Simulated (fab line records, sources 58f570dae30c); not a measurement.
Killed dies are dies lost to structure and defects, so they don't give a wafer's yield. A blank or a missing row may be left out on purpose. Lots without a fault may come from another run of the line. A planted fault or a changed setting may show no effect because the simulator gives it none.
Tool commonality check | flow berkeley_cmos170 | 13 lots, 39 wafers sampled

WHY IT WAS OPENED
At UCB170_WELLDRIVE_THK_MEAS_02 the reading WELLDRIVE_OXIDE_THK is flagged on 2 of 13 lots. Wafers without a fault read 198 nm, standard deviation 3.5.
Rule: a lot is flagged when every wafer of it that has a number lies more than 4 standard deviations from that mean, or none has a number. The other lots count as sound.

lot  | measured    | on            | WELLDRIVE_OXIDE_THK (nm), wafer by wafer | flag
L151 | day 4 01:48 | film_metro-02 | 197 197 197                              |
L152 | day 4 15:20 | film_metro-01 | 202 205 203                              |
L153 | day 4 15:20 | film_metro-03 | 197 197 198                              |
L154 | day 4 15:20 | film_metro-02 | 195 195 199                              |
L155 | day 5 01:35 | film_metro-03 | 199 198 195                              |
L156 | day 5 01:35 | film_metro-01 | 200 199 197                              |
L157 | day 5 07:53 | film_metro-02 | 198 196 195                              |
L158 | day 5 07:55 | film_metro-01 | 193 192 194                              |
L159 | day 5 16:50 | film_metro-02 | 195 195 194                              |
L161 | day 5 23:36 | film_metro-01 | 197 198 199                              |
L160 | day 5 23:37 | film_metro-02 | 200 202 200                              |
L163 | day 6 07:26 | film_metro-01 | 183 177 180                              | FLAGGED
L162 | day 6 07:28 | film_metro-03 | 180 177 179                              | FLAGGED
The numbers of the flagged lots are 179 nm on average: -19 nm against the usual, or -5 standard deviations.

WHICH TOOL RAN EACH LOT
The record holds 2 process steps before the reading, out of a route of 331 steps. In each cell: the tool, then ch and the chambers that the sampled wafers went through, then the start.
lot  | flag    | UCB170_PWELL_ETCH_14              | UCB170_WELLDRIVE_OXIDATION_01
L151 |         | rie_diel-03 ch 0,1,3, day 3 10:14 | furnace-01 ch 0, day 3 22:17
L152 |         | rie_diel-04 ch 1,3, day 4 02:25   | furnace-04 ch 0, day 4 11:50
L153 |         | rie_diel-03 ch 0,2,3, day 4 02:39 | furnace-04 ch 0, day 4 11:50
L154 |         | rie_diel-01 ch 0,1,3, day 4 02:53 | furnace-04 ch 0, day 4 11:50
L155 |         | rie_diel-04 ch 1,2, day 4 11:15   | furnace-01 ch 0, day 4 22:04
L156 |         | rie_diel-04 ch 0,1,3, day 4 10:59 | furnace-01 ch 0, day 4 22:04
L157 |         | rie_diel-03 ch 0,2,3, day 4 18:40 | furnace-02 ch 0, day 5 04:23
L158 |         | rie_diel-03 ch 1,2, day 4 18:56   | furnace-02 ch 0, day 5 04:23
L159 |         | rie_diel-04 ch 0,2, day 5 02:23   | furnace-02 ch 0, day 5 13:19
L161 |         | rie_diel-01 ch 1,2,3, day 5 10:23 | furnace-01 ch 0, day 5 20:06
L160 |         | rie_diel-03 ch 2,3, day 5 10:07   | furnace-01 ch 0, day 5 20:06
L163 | FLAGGED | rie_diel-03 ch 0,2,3, day 5 17:23 | furnace-01 ch 0, day 6 03:56
L162 | FLAGGED | rie_diel-04 ch 0,3, day 5 18:08   | furnace-01 ch 0, day 6 03:56
What these steps do:
- UCB170_PWELL_ETCH_14: etches Si3N4 in CH3F/Ar/O2, stops on SiO2, target depth 242 nm, time 151 s.
- UCB170_WELLDRIVE_OXIDATION_01: target thk 199 nm, ox time 9000 s.
- UCB170_WELLDRIVE_THK_MEAS_02

FLAGGED OVER TOTAL, TOOL BY TOOL (the gauges that took the reading come last)
step                          | tool          | lots run | flagged | share of the flagged lots | sound lots run after its first flagged lot
UCB170_PWELL_ETCH_14          | rie_diel-01   | 2        | 0       | none                      | -
UCB170_PWELL_ETCH_14          | rie_diel-03   | 6        | 1       | some                      | 0
UCB170_PWELL_ETCH_14          | rie_diel-04   | 5        | 1       | some                      | 0
UCB170_WELLDRIVE_OXIDATION_01 | furnace-01    | 7        | 2       | all                       | 0
UCB170_WELLDRIVE_OXIDATION_01 | furnace-02    | 3        | 0       | none                      | -
UCB170_WELLDRIVE_OXIDATION_01 | furnace-04    | 3        | 0       | none                      | -
UCB170_WELLDRIVE_THK_MEAS_02  | film_metro-01 | 5        | 1       | some                      | 0
UCB170_WELLDRIVE_THK_MEAS_02  | film_metro-02 | 5        | 0       | none                      | -
UCB170_WELLDRIVE_THK_MEAS_02  | film_metro-03 | 3        | 1       | some                      | 0

WHAT THE TABLE ALLOWS
1 row of the table ran every flagged lot: furnace-01 at UCB170_WELLDRIVE_OXIDATION_01.
- furnace-01 at UCB170_WELLDRIVE_OXIDATION_01: 2 of its 7 lots flagged. Its last sound lot is L160 (day 5 20:06), its first flagged lot L162 (day 6 03:56): a fault that began between those two fits. Its own readings lie more than 4 standard deviations out on every wafer of the flagged lots: spike_tc_centre_C, spike_tc_load_C, spike_tc_source_C, tube_center_temp_C, tube_center_temp_C_max.
One tool is left: furnace-01 at UCB170_WELLDRIVE_OXIDATION_01.

WHAT THE SIMULATOR HAD PUT IN
Process parameter drift: furnace-01, from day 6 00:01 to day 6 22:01, at UCB170_WELLDRIVE_OXIDATION_01. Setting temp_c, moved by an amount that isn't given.
Lots struck among those shown: L163, L162. The rule above found the same.
